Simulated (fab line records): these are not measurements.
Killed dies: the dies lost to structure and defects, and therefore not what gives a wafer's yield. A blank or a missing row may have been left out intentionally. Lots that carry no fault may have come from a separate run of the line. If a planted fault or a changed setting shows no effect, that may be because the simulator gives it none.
Comparing a struck lot with a sound one | flow berkeley_cmos170 | 23 out of 331 route steps
Sound: wafers L989.2, L989.3, L989.4. The struck wafers were L995.1, L995.5, L995.6. The cause is given at the end.
Order at every step that has rows: each side's tool, ch and its chambers, its first start. Under that, the readings that differ: sound wafers | struck wafers | difference of the means | sigmas: that difference in standard deviations of wafers without a fault.
alike: words and numbers the same on both sides, and readings whose means are apart by under 2 such deviations; not compared: readings that were withheld, readings missing a value for some wafer, numbers with overlapping values and no deviation given by the record, and bounds like >300 which may hide the same value.
A row with sigmas, a row that says differs or no value, or rows on one side alone: a step with any of these is where the two part. Numbers that have no deviation but don't overlap get no sigmas and don't part them. Lack of a reading on every wafer of one side parts them only where that side has two or more wafers.

first, 6 steps without rows for these wafers: UCB170_ZERO_HMDS_00 (prime time 60 s); UCB170_ZERO_COAT_01 (resist thk 900 nm); UCB170_ZERO_SOFTBAKE_02 (time 60 s); UCB170_ZERO_EXPOSE_03 (exposes mask PM MARKS, target cd 4000 nm); UCB170_ZERO_PEB_04; UCB170_ZERO_DEVELOP_05 (develop time 45 s).
UCB170_ZERO_ETCH_06: etches SiO2 in CHF3/CF4/Ar, time 12 s.
  sound on rie_diel-02 ch 0,1,3, day 2 16:14; struck on rie_diel-02 ch 0,3, day 3 22:04
  alike: drypump_motor_current_A, oes_product_au, throttle_valve_pct
  not compared: rf_hours_counter_h
UCB170_ZERO_STRIP_07: strips in O2.
  sound on plasma_asher-03 ch 0,1, day 2 16:16; struck on plasma_asher-01 ch 0,1, day 3 22:05
  reading                     | sound          | struck         | difference | sigmas
  drypump_motor_current_A (A) | 6.07 6.06 6.07 | 5.45 5.46 5.63 | -0.55      | -2
  alike: oes_product_au, strip_time_to_endpoint_s
  not compared: rf_hours_counter_h
then, 2 steps without rows for these wafers: UCB170_NWELL_WET_ETCH_00 (etches SiO2 in dHF, time 200 s); UCB170_NWELL_OXIDATION_01 (target thk 26.4 nm, ox time 1260 s).
UCB170_NWELL_THK_MEAS_02:
  sound on film_metro-01 at day 2 19:04; struck on film_metro-02 at day 4 01:58
  alike: NWELL_OXIDE_THK
then, 1 step without rows for these wafers: UCB170_NWELL_ANNEAL_03 (time 900 s).
UCB170_NWELL_CVD_04: deposits Si3N4 from SiH2Cl2/NH3, target thk 224 nm, time 3360 s.
  sound on lpcvd-02 ch 1, day 2 23:33; struck on lpcvd-02 ch 1, day 4 04:07
  reading                                 | sound             | struck            | difference | sigmas
  nh3_flow_sccm (sccm)                    | 75.26 75.48 75.16 | 74.70 74.64 74.89 | -0.56      | -3
  model.Si3N4_of_NWELL_CVD_04.thk_nm (nm) | 225.8 226.7 225.2 | 406.5 406.6 408.8 | +181.4     |
UCB170_NWELL_THK_MEAS_05:
  sound on film_metro-03 at day 3 01:30; struck on film_metro-01 at day 4 06:03
  reading                | sound             | struck            | difference | sigmas
  NWELL_NITRIDE_THK (nm) | 226.1 226.7 225.0 | 406.2 406.8 408.6 | +181.3     | +86
then, 6 steps without rows for these wafers: UCB170_NWELL_HMDS_06 (prime time 60 s); UCB170_NWELL_COAT_07 (resist thk 900 nm); UCB170_NWELL_SOFTBAKE_08 (time 60 s); UCB170_NWELL_EXPOSE_09 (exposes mask NWELL, target cd 3000 nm); UCB170_NWELL_PEB_10; UCB170_NWELL_DEVELOP_11 (develop time 45 s).
UCB170_NWELL_OVL_MEAS_12:
  sound on overlay-01 at day 3 03:01; struck on overlay-01 at day 4 07:08
  alike: NWELL_OVL
UCB170_NWELL_ETCH_13: etches Si3N4 in CH3F/Ar/O2, stops on SiO2, target depth 246.4 nm, time 154 s.
  sound on rie_diel-01 ch 0,3, day 3 03:03; struck on rie_diel-01 ch 0,2,3, day 4 07:10
  reading                  | sound             | struck            | difference | sigmas
  oes_product_au (a.u.)    | 0.953 0.956 0.954 | 0.993 1.021 0.989 | +0.047     | +3
  model.etch.depth_nm (nm) | 225.8 226.7 225.2 | 243.9 251.6 249.5 | +22.4      |
  alike: drypump_motor_current_A, throttle_valve_pct
  not compared: rf_hours_counter_h
following that, these wafers have no rows for 1 step: UCB170_NWELL_IMPLANT_14.

== WHERE THEY PART ==
At UCB170_ZERO_STRIP_07 first; at UCB170_NWELL_ETCH_13 last (within this record only).

WHY: what had been put in by the simulator
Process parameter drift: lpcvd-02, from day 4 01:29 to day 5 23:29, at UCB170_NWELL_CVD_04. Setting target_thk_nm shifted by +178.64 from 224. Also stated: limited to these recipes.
